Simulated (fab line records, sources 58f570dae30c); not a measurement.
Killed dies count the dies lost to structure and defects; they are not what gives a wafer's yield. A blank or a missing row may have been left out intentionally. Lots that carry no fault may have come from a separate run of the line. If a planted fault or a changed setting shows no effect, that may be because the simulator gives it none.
2 desks, one fault || flow berkeley cmos170 || numbers are kept per desk, each desk with only its own; the story behind them comes last

THE TOOL OWNER'S DESK: plasma asher-02
The tool's own readings at UCB170_ZERO_STRIP_07 (strips in O2): means of the sampled wafers that have a number, for each lot that ran on this tool. If a lot's mean is further than 4 standard deviations from the usual mean, the lot is out of limits and carries the mark OUT (the distance appears in the brackets).
Columns: A = chamber pressure mTorr at UCB170_ZERO_STRIP_07, usual 3500 mTorr; B = drypump motor current A at UCB170_ZERO_STRIP_07, usual 5.7 A; C = oes product au at UCB170_ZERO_STRIP_07, usual 0.727 a.u.; D = strip time to endpoint s at UCB170_ZERO_STRIP_07, usual 21.50 s
{"lot": "L926", "first seen here": "day 4 22:36", "A": 3500, "B": 5.7, "C": 0.726, "D": 21.42}
This desk's finding: nothing out of limits on the one lot.

METROLOGY DESK
What the gauges read for every lot (on any tool): the sampled wafers with a number, averaged. If a lot's mean is further than 4 standard deviations from the usual mean, the lot is out of limits and carries the mark OUT (the distance appears in the brackets).
Columns: A = INCOMING_BOW at UCB170_START_BOW_MEAS_00, usual -1 um; B = START_OXIDE_THK at UCB170_START_THK_MEAS_03, usual 20.0 nm
{"lot": "L915", "first seen here": "day 2 06:00", "A": -7, "B": 20.1}
{"lot": "L916", "first seen here": "day 2 11:02", "A": 1, "B": 19.5}
{"lot": "L925", "first seen here": "day 4 08:00", "A": 2, "B": 20.2}
{"lot": "L926", "first seen here": "day 4 13:02", "A": -2, "B": 19.8}
{"lot": "L929", "first seen here": "day 5 04:00", "A": -1, "B": 19.6}
{"lot": "L930", "first seen here": "day 5 09:01", "A": -2, "B": 20.1}
Finding of this desk: none of the 6 lots has anything out of limits.

TAKEN TOGETHER
The desk of the tool owner found nothing out of limits.
Nothing out of limits was seen by the metrology desk.

WHAT THE SIMULATOR HAD PUT IN
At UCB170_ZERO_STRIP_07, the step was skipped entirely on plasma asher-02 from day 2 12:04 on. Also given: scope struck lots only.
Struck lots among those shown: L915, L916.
